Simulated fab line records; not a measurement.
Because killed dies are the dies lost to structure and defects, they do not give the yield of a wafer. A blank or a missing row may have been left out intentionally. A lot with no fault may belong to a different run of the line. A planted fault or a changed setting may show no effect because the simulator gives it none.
fab line records | flow rit-cmos
[record] lots = 7 | wafers = 21 | last-day = 6
route steps=202 shown ACTIVE@2
lots that met no fault: from a run of the same line without faults
start-h: start of the lot's first displayed wafer, in hours after the record's first day | wait-h: hours from the lot's prior step to this one | " repeats the value in the row above | L1.1+2: a row that stands for several wafers | - no value, or no start was given | * or withheld: withheld | < > ~ a bound
route shown NAME@n: names a module that has steps shown in the file, with the first one's number in the route | usual: mean and standard deviation over wafers with no fault | same: alike in all rows | chamber/n: place in a boat | sites: readings site by site | _std_site: their standard deviation | _edge_site: the outer-site mean with the inner-site mean subtracted | radius-mm: how far each site lies from the wafer's centre | mask NAME#n: copy n | behind: the most recent tool/chamber to have shaped the wafer | hold: why the lot went on hold/how many hours it stayed there/how the hold came to an end | device: whichever transistor did not switch (one of n, p or np) | end of line: at the end of the route, the tests of the same wafers | for a step that has no rows: nothing shown but its recipe | killed: dies that structure and defects cost at the first sort, which is not the same as the wafer's yield | map: shows each die of a wafer: x if killed, . if not, _ if none is there
set.NAME: the setting the step ran with; set.NAME@STEP: the setting that earlier step ran with | model.NAME: the simulator's own value behind a step, which no gauge read
a table for each step, a row for each wafer; lots at some steps of the route
services: a tool's chamber out of use, with start hour (start-h, from the record's first day; less than 0 if before it), hours out, and reason
[[steps]]
[step RIT_ACTIVE_OXIDATION_01]
[recipe] temp-c = 1000 | ambient = O2 | target-thk-a = 468 | ox-time-s = 3360
[step RIT_ACTIVE_THK_MEAS_02]
[recipe] reads = SiO2_of_ACTIVE_OXIDATION_01
[usual] ACTIVE_OXIDE_THK = 46.9/0.86
lot.wafer | tool          | chamber | start-h | wait-h | ACTIVE_OXIDE_THK[nm]
L258.1    | film-metro-03 | -       | 18.54   | 0.0    | 46.4
L258.2    | "             | -       | "       | "      | 45.5
L258.5    | "             | -       | "       | "      | 46.8
L259.2    | film-metro-02 | -       | 22.69   | 0.0    | 48.0
L259.4    | "             | -       | "       | "      | 48.2
L259.5    | "             | -       | "       | "      | 47.7
L260.1    | film-metro-01 | -       | 27.45   | 0.0    | 45.5
L260.2    | "             | -       | "       | "      | 46.1
L260.6    | "             | -       | "       | "      | 45.3
L265.1    | film-metro-02 | -       | 52.26   | 0.0    | 46.1
L265.5    | "             | -       | "       | "      | 46.9
L265.6    | "             | -       | "       | "      | 46.2
L270.2    | film-metro-02 | -       | 79.26   | 0.0    | 45.4
L270.4    | "             | -       | "       | "      | 45.9
L270.5    | "             | -       | "       | "      | 45.5
L271.1    | film-metro-02 | -       | 82.28   | 0.0    | 48.3
L271.4    | "             | -       | "       | "      | 46.5
L271.5    | "             | -       | "       | "      | 47.5
L275.1    | film-metro-03 | -       | 102.10  | 0.0    | 47.2
L275.4    | "             | -       | "       | "      | 46.5
L275.5    | "             | -       | "       | "      | 46.7
[step RIT_ACTIVE_CVD_03]
[recipe] material = Si3N4 | target-thk-nm = 150 | temp-c = 810 | precursor = SiH2Cl2/NH3 | time-s = 1500 | pressure-mtorr = 300 | sih2cl2-flow-sccm = 60 | nh3-flow-sccm = 150
[step RIT_ACTIVE_THK_MEAS_04]
[recipe] reads = Si3N4_of_ACTIVE_CVD_03
[usual] ACTIVE_NITRIDE_THK = 149.3/1.6
lot.wafer | tool          | chamber | start-h | wait-h | ACTIVE_NITRIDE_THK[nm]
L258.1    | film-metro-03 | -       | 20.02   | 0.0    | 150.8
L258.2    | "             | -       | "       | "      | 151.7
L258.5    | "             | -       | "       | "      | 150.9
L259.2    | film-metro-03 | -       | 24.17   | 0.0    | 146.9
L259.4    | "             | -       | "       | "      | 147.0
L259.5    | "             | -       | "       | "      | 147.9
L260.1    | film-metro-01 | -       | 28.93   | 0.0    | 149.1
L260.2    | "             | -       | "       | "      | 149.1
L260.6    | "             | -       | "       | "      | 148.7
L265.1    | film-metro-02 | -       | 53.73   | 0.0    | 151.3
L265.5    | "             | -       | "       | "      | 150.4
L265.6    | "             | -       | "       | "      | 152.3
L270.2    | film-metro-01 | -       | 80.74   | 0.0    | 149.1
L270.4    | "             | -       | "       | "      | 150.0
L270.5    | "             | -       | "       | "      | 149.9
L271.1    | film-metro-03 | -       | 84.06   | 0.0    | 149.3
L271.4    | "             | -       | "       | "      | 149.0
L271.5    | "             | -       | "       | "      | 149.4
L275.1    | film-metro-03 | -       | 103.58  | 0.0    | 148.1
L275.4    | "             | -       | "       | "      | 148.8
L275.5    | "             | -       | "       | "      | 147.8
[step RIT_ACTIVE_HMDS_05]
[recipe] prime-time-s = 60 | prime-temp-c = 140
[step RIT_ACTIVE_COAT_06]
[recipe] resist = NOVOLAK | spin-rpm = 3250 | resist-thk-nm = 1000
[step RIT_ACTIVE_SOFTBAKE_07]
[recipe] resist = NOVOLAK | temp-c = 90 | time-s = 60
[step RIT_ACTIVE_EXPOSE_08]
[recipe] mask-id = M1 | na = 0.6 | source-shape = conventional | sigma-outer = 0.6 | target-cd-nm = 1400 | dose-mj = 225
[step RIT_ACTIVE_PEB_09]
[recipe] resist = NOVOLAK | temp-c = withheld | time-s = withheld
[step RIT_ACTIVE_DEVELOP_10]
[recipe] resist = NOVOLAK | develop-time-s = 50 | dev-temp-c = 24.02
[step RIT_ACTIVE_CD_MEAS_11]
[recipe] target-cd-nm = 1400
[usual] cd-nm = 1399.9/2.4
lot.wafer | tool      | chamber | start-h | wait-h | cd-nm
L258.1    | cd-sem-01 | -       | 20.93   | -      | 1400.3
L258.2    | "         | -       | "       | "      | 1403.6
L258.5    | "         | -       | "       | "      | 1401.3
L259.2    | cd-sem-01 | -       | 25.09   | -      | 1403.6
L259.4    | "         | -       | "       | "      | 1402.6
L259.5    | "         | -       | "       | "      | 1400.0
L260.1    | cd-sem-01 | -       | 29.99   | -      | 1402.9
L260.2    | "         | -       | "       | "      | 1403.7
L260.6    | "         | -       | "       | "      | 1404.0
L265.1    | cd-sem-01 | -       | 54.72   | -      | 1403.2
L265.5    | "         | -       | "       | "      | 1405.5
L265.6    | "         | -       | "       | "      | 1404.7
L270.2    | cd-sem-01 | -       | 81.66   | -      | 1396.8
L270.4    | "         | -       | "       | "      | 1398.1
L270.5    | "         | -       | "       | "      | 1399.7
L271.1    | cd-sem-01 | -       | 85.00   | -      | 1397.1
L271.4    | "         | -       | "       | "      | 1394.7
L271.5    | "         | -       | "       | "      | 1396.5
L275.1    | cd-sem-02 | -       | 104.73  | -      | 1400.5
L275.4    | "         | -       | "       | "      | 1400.4
L275.5    | "         | -       | "       | "      | 1400.4
[step RIT_ACTIVE_HARDBAKE_12]
[recipe] resist = NOVOLAK | temp-c = 140 | time-s = 60
[step RIT_ACTIVE_ETCH_13]
[recipe] stop-on = SiO2 | chemistry = SF6 | target = Si3N4 | time-s = 210 | over-etch-frac = 0.4115 | SF6_flow_sccm = 200 | pressure-mtorr = 260 | rf-w = 125 | target-depth-a = 2100
[usual] chamber-pressure-mTorr = 260.03/0.22 | drypump-motor-current-A = 5.52/0.25 | oes-product-au = 0.818/0.011 | throttle-valve-pct = 7.50/0.12
lot.wafer | tool        | chamber | start-h | wait-h | chamber-pressure-mTorr | drypump-motor-current-A | oes-product-au | rf-hours-counter-h | throttle-valve-pct | model.NOVOLAK_of_ACTIVE_COAT_06.thk-nm | model.SiO2_of_ACTIVE_OXIDATION_01.thk-nm | model.ACTIVE.feature-depth-nm
L258.1    | rie-diel-01 | 2       | 21.20   | 0.1    | 260.01                 | 6.05                    | 0.824          | 90                 | 7.66               | 657.5                                  | 45.86                                    | 151.3
L258.2    | "           | 3       | "       | "      | 260.19                 | 4.96                    | 0.801          | 7                  | 7.58               | 646.6                                  | 42.02                                    | 155.2
L258.5    | "           | 1       | "       | "      | 260.27                 | 5.41                    | 0.842          | -                  | 7.30               | 654.7                                  | 46.75                                    | 150.9
L259.2    | rie-diel-01 | 3       | 25.34   | 0.1    | 259.91                 | 4.99                    | 0.794          | 7                  | 7.59               | 535.6                                  | 0                                        | 195
L259.4    | "           | 2       | "       | "      | 260.34                 | 6.07                    | 0.813          | 91                 | 7.66               | 550.8                                  | 0                                        | 195
L259.5    | "           | 0       | "       | "      | 260.09                 | 5.75                    | 0.824          | -                  | 7.47               | 561.2                                  | 0                                        | 195.6
L260.1    | rie-diel-01 | 0       | 30.26   | 0.1    | 259.62                 | 5.77                    | 0.830          | 100                | 7.47               | 555.6                                  | 0                                        | 194.7
L260.2    | "           | 2       | "       | "      | 260.44                 | 6.04                    | 0.819          | 91                 | 7.64               | 548.9                                  | 0                                        | 195.2
L260.6    | "           | 2       | "       | "      | 259.56                 | 6.06                    | 0.816          | -                  | 7.65               | 548.7                                  | 0                                        | 194.1
L265.1    | rie-diel-01 | 2       | 54.99   | 0.1    | 260.11                 | 6.07                    | 0.829          | 91                 | 7.66               | 551.5                                  | 0                                        | 197.3
L265.5    | "           | 0       | "       | "      | 259.94                 | 5.78                    | 0.835          | -                  | 7.46               | 559.2                                  | 0                                        | 197.4
L265.6    | "           | 1       | "       | "      | 259.82                 | 5.41                    | 0.852          | -                  | 7.29               | 545.2                                  | 0                                        | 198.5
L270.2    | rie-diel-03 | 2       | 81.91   | 0.1    | 260.07                 | 5.36                    | 0.822          | 6                  | 7.40               | 643                                    | 42.45                                    | 152
L270.4    | "           | 1       | "       | "      | 259.92                 | 5.19                    | 0.828          | 90                 | 7.59               | 653.1                                  | 44.74                                    | 151.2
L270.5    | "           | 2       | "       | "      | 260.25                 | 5.32                    | 0.832          | -                  | 7.39               | 645.5                                  | 42.52                                    | 152.9
L271.1    | rie-diel-02 | 0       | 85.27   | 0.1    | 259.95                 | 5.58                    | 0.815          | 22                 | 7.35               | 650.7                                  | 47.57                                    | 149.9
L271.4    | "           | 3       | "       | "      | 259.91                 | 5.53                    | 0.821          | -                  | 7.61               | 671.9                                  | 46.5                                     | 149
L271.5    | "           | 2       | "       | "      | 260.17                 | 5.41                    | 0.798          | -                  | 7.47               | 672.7                                  | 47.54                                    | 149.5
L275.1    | rie-diel-02 | 0       | 105.00  | 0.1    | 259.66                 | 5.60                    | 0.812          | 23                 | 7.34               | 648.9                                  | 46.54                                    | 148.8
L275.4    | "           | 3       | "       | "      | 260.01                 | 5.57                    | 0.811          | -                  | 7.60               | 671.3                                  | 46.57                                    | 148.8
L275.5    | "           | 2       | "       | "      | 260.20                 | 5.44                    | 0.806          | -                  | 7.46               | 669.9                                  | 46.78                                    | 147.9
[step RIT_ACTIVE_STRIP_14]
[recipe] chemistry = O2 | time-s = 180 | resist = NOVOLAK | platen-temp-c = withheld | power-w = 500 | pressure-mtorr = 4000 | o2-flow-sccm = 4000
[usual] chamber-pressure-mTorr = 3999/3.9 | drypump-motor-current-A = 5.73/0.29
lot.wafer | tool            | chamber | start-h | wait-h | chamber-pressure-mTorr | drypump-motor-current-A | rf-hours-counter-h
L258.1    | plasma-asher-04 | 1       | 21.33   | 0.1    | 4000                   | 5.55                    | 37
L258.2    | "               | 0       | "       | "      | 4013                   | 5.44                    | 37
L258.5    | "               | 1       | "       | "      | 3997                   | 5.57                    | -
L259.2    | plasma-asher-01 | 1       | 25.47   | 0.1    | 4005                   | 5.54                    | 38
L259.4    | "               | 1       | "       | "      | 3999                   | 5.54                    | -
L259.5    | "               | 1       | "       | "      | 3995                   | 5.55                    | -
L260.1    | plasma-asher-04 | 0       | 30.40   | 0.1    | 4005                   | 5.47                    | 38
L260.2    | "               | 1       | "       | "      | 3997                   | 5.55                    | 38
L260.6    | "               | 0       | "       | "      | 4005                   | 5.45                    | -
L265.1    | plasma-asher-04 | 0       | 55.12   | 0.1    | 3999                   | 5.40                    | 40
L265.5    | "               | 0       | "       | "      | 4000                   | 5.42                    | -
L265.6    | "               | 1       | "       | "      | 4003                   | 5.58                    | -
L270.2    | plasma-asher-01 | 1       | 82.04   | 0.1    | 4005                   | 5.53                    | 45
L270.4    | "               | 0       | "       | "      | 4002                   | 6.21                    | -
L270.5    | "               | 0       | "       | "      | 3999                   | 6.24                    | -
L271.1    | plasma-asher-04 | 1       | 85.40   | 0.1    | 3995                   | 5.54                    | 43
L271.4    | "               | 0       | "       | "      | 4003                   | 5.47                    | -
L271.5    | "               | 1       | "       | "      | 4002                   | 5.57                    | -
L275.1    | plasma-asher-02 | 0       | 105.13  | 0.1    | 3999                   | 5.80                    | 46
L275.4    | "               | 1       | "       | "      | 4005                   | 6.14                    | -
L275.5    | "               | 1       | "       | "      | 4003                   | 6.13                    | -
[[services]]
tool            | chamber | start-h | hours | kind
rie-diel-02     | 2       | 15.15   | 7.5   | repair
rie-diel-02     | 1       | 24.10   | 127.8 | repair
rie-diel-01     | -       | 70.58   | 2.8   | pm
rie-diel-01     | 3       | 79.01   | 14.1  | repair
plasma-asher-02 | -       | 79.75   | 1.5   | repair
plasma-asher-01 | -       | 86.60   | 2.0   | repair
[[key]]
first-sign none at tools or gauges
[model-effect] step = RIT_ACTIVE_ETCH_13 | value = NOVOLAK_of_ACTIVE_COAT_06.thk-nm | without = 657.9 | struck = 550.7
met-at RIT_ACTIVE_ETCH_13
struck-wafers L259.2,L259.4,L259.5,L260.1,L260.2,L260.6,L265.1,L265.5,L265.6
later-rows-left-out L259.2,L259.4,L259.5,L260.1,L260.2,L260.6,L265.1,L265.5,L265.6
sort-left-out L259.2,L259.4,L259.5,L260.1,L260.2,L260.6,L265.1,L265.5,L265.6
tester-left-out L259,L260,L265
onset-between 21.20 25.34
[fault] kind = process-parameter-drift | tool = rie-diel-01 | chamber = - | onset-h = 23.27 | steps = RIT_ACTIVE_ETCH_13 | channel = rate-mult | offset = 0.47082 | shape = step | end-h = 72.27
// tester-left-out: of these lots the tester's yield and bins aren't shown, on N5 and GAA mostly nor the transistor test; their killed dies are dies lost to structure and defects alone, not to doping, threshold or leakage, so they don't give the yield
// sort-left-out: the simulated sort isn't trusted on such a fault, so these wafers' sort isn't shown, and their yield isn't known
// later-rows-left-out: the simulator's readings of these wafers behind a module that went badly wrong aren't trusted and aren't shown, but for the sort
